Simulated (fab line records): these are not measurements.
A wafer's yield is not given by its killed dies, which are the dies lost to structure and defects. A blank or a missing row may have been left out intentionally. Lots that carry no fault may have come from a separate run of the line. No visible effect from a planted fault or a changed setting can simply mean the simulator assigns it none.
One fault seen from 2 desks | flow rit-cmos | each desk has only its own numbers; what lay behind them comes last

AT THE METROLOGY DESK
Lot by lot, what the gauges showed, no matter which tool ran the lot: averages of those sampled wafers that carry a number. The brackets show how far a lot's mean lies from the usual mean; more than 4 standard deviations puts the lot out of limits, marked OUT.
Columns: A = GATE_OXIDE_THK at RIT_GATE_THK_MEAS_07, usual 2.99 nm; B = GATE_POLY_THK at RIT_GATE_THK_MEAS_09, usual 248.9 nm; C = cd-nm at RIT_GATE_CD_MEAS_16, usual 149.2 nm; D = GATE_OVL at RIT_GATE_OVL_MEAS_17, usual 0.5 nm
lot  | first seen here | A    | B     | C     | D
L325 | day 3 00:01     | 3.07 | 249.4 | 150.7 | 1.3
L326 | day 3 03:13     | 3.03 | 250.1 | 151.2 | 1.0
L332 | day 4 09:20     | 3.02 | 251.3 | 148.5 | 0.9
L342 | day 6 09:04     | 3.02 | 243.7 | 150.5 | -0.5
L343 | day 6 13:29     | 2.95 | 249.7 | 145.7 | -1.3
L345 | day 7 01:04     | 3.02 | 251.0 | 147.3 | 0.5
Result from this desk: across the 6 lots, nothing is out of limits.

AT THE TOOL OWNER'S DESK: rie-si-01
The tool's own readings at RIT_GATE_ETCH_19 (etches poly-Si in SF6/CHF3/O2, stops on SiO2, time 165 s, target depth 312.5 nm): means of the sampled wafers that have a number, for each lot that ran on this tool. The brackets show how far a lot's mean lies from the usual mean; more than 4 standard deviations puts the lot out of limits, marked OUT.
Columns: A = O2_flow_sccm at RIT_GATE_ETCH_19, usual 4.999 sccm; B = drypump-motor-current-A at RIT_GATE_ETCH_19, usual 5.7 A; C = oes-product-au at RIT_GATE_ETCH_19, usual 0.841 a.u.; D = throttle-valve-pct at RIT_GATE_ETCH_19, usual 10.17 %
lot  | first seen here | A     | B   | C                | D
L325 | day 3 04:09     | 5.005 | 5.5 | 0.845            | 10.34
L343 | day 6 16:22     | 5.001 | 5.7 | 0.773 (-4.6) OUT | 10.28
L345 | day 7 04:04     | 4.992 | 5.7 | 0.820            | 10.28
Finding of this desk: L343 out of limits; the first was L343 at day 6 16:22, on oes-product-au at RIT_GATE_ETCH_19. Within limits: L325, L345.

PUT TOGETHER
An alarm could have come from the tool owner's desk at day 6 16:22, on L343.
From the metrology desk's view, nothing was out of limits.
The metrology desk holds a record of L343, inside its limits.
RIT_GATE_ETCH_19 was run on rie-si-01 by each of the lots named.

WHAT THE SIMULATOR HAD INSERTED
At RIT_GATE_ETCH_19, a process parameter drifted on rie-si-01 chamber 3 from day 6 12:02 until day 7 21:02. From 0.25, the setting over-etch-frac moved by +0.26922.
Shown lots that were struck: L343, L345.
How many hours passed from the start of the fault until each desk's first out-of-limits reading: the tool owner's desk, 4.
